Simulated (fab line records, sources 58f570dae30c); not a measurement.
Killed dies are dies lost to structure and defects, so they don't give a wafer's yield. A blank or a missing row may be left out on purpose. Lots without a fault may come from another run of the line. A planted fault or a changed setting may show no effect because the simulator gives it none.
One fault seen from 2 desks | flow berkeley_cmos170 | each desk has only its own numbers; what lay behind them comes last

THE TOOL OWNER'S DESK: litho_track-01
The tool's own readings at UCB170_PLDD_SOFTBAKE_02 (time 60 s): means of the sampled wafers that have a number, for each lot that ran on this tool. A lot is out of limits, marked OUT, if its mean lies more than 4 standard deviations from the usual mean; the brackets give that distance.
Columns: A = chill_plate_temp_C at UCB170_PLDD_SOFTBAKE_02, usual 23.02 C; B = heater_power_total_W at UCB170_PLDD_SOFTBAKE_02, usual 56.80 W; C = plate_temp_C at UCB170_PLDD_SOFTBAKE_02, usual 130.00 C
lot  | first seen here | A     | B               | C
L964 | day 6 14:50     | 23.02 | 56.74           | 130.06
L966 | day 6 18:41     | 23.02 | 56.77           | 130.11
L970 | day 8 04:10     | 23.10 | 56.82           | 129.94
L972 | day 8 17:40     | 23.02 | 57.99 (+28) OUT | 132.06 (+16) OUT
L979 | day 9 13:14     | 23.04 | 58.03 (+29) OUT | 132.10 (+16) OUT
This desk's finding: out of limits on L972, L979; first on L972, day 8 17:40 (heater_power_total_W at UCB170_PLDD_SOFTBAKE_02). In limits: L964, L966, L970.

THE METROLOGY DESK
What the gauges read, lot by lot, whatever tool the lot ran on: means of the sampled wafers that have a number. A lot is out of limits, marked OUT, if its mean lies more than 4 standard deviations from the usual mean; the brackets give that distance.
Columns: A = cd_nm at UCB170_PLDD_CD_MEAS_06, usual 1199.9 nm
lot  | first seen here | A
L964 | day 6 16:06     | 1198.3
L962 | day 6 16:12     | 1199.9
L965 | day 6 19:01     | 1197.6
L966 | day 6 19:20     | 1200.5
L968 | day 7 09:38     | 1199.5
L967 | day 7 09:52     | 1199.2
L969 | day 7 15:25     | 1201.5
L970 | day 8 05:02     | 1199.8
L972 | day 8 18:20     | 1205.5 (+4.3) OUT
L975 | day 8 23:13     | 1201.1
L979 | day 9 14:23     | 1205.7 (+4.5) OUT
L982 | day 10 07:43    | 1201.4
L980 | day 10 08:01    | 1199.9
L981 | day 10 08:10    | 1200.0
This desk's finding: out of limits on L972, L979; first on L972, day 8 18:20 (cd_nm at UCB170_PLDD_CD_MEAS_06). In limits: L964, L962, L965, L966, L968, L967, L969, L970, L975, L982, L980, L981.

PUT TOGETHER
The tool owner's desk could have raised an alarm at day 8 17:40, on L972, L979.
The metrology desk could have raised an alarm at day 8 18:20, on L972, L979.
Of the lots named, all ran UCB170_PLDD_SOFTBAKE_02 on litho_track-01.

WHAT THE SIMULATOR HAD PUT IN
Process parameter drift: litho_track-01, from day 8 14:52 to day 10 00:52, at UCB170_PLDD_SOFTBAKE_02. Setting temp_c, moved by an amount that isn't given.
Lots struck among those shown: L972, L979.
Hours from the fault's start to each desk's first reading out of limits: the tool owner's desk, 3; the metrology desk, 3.
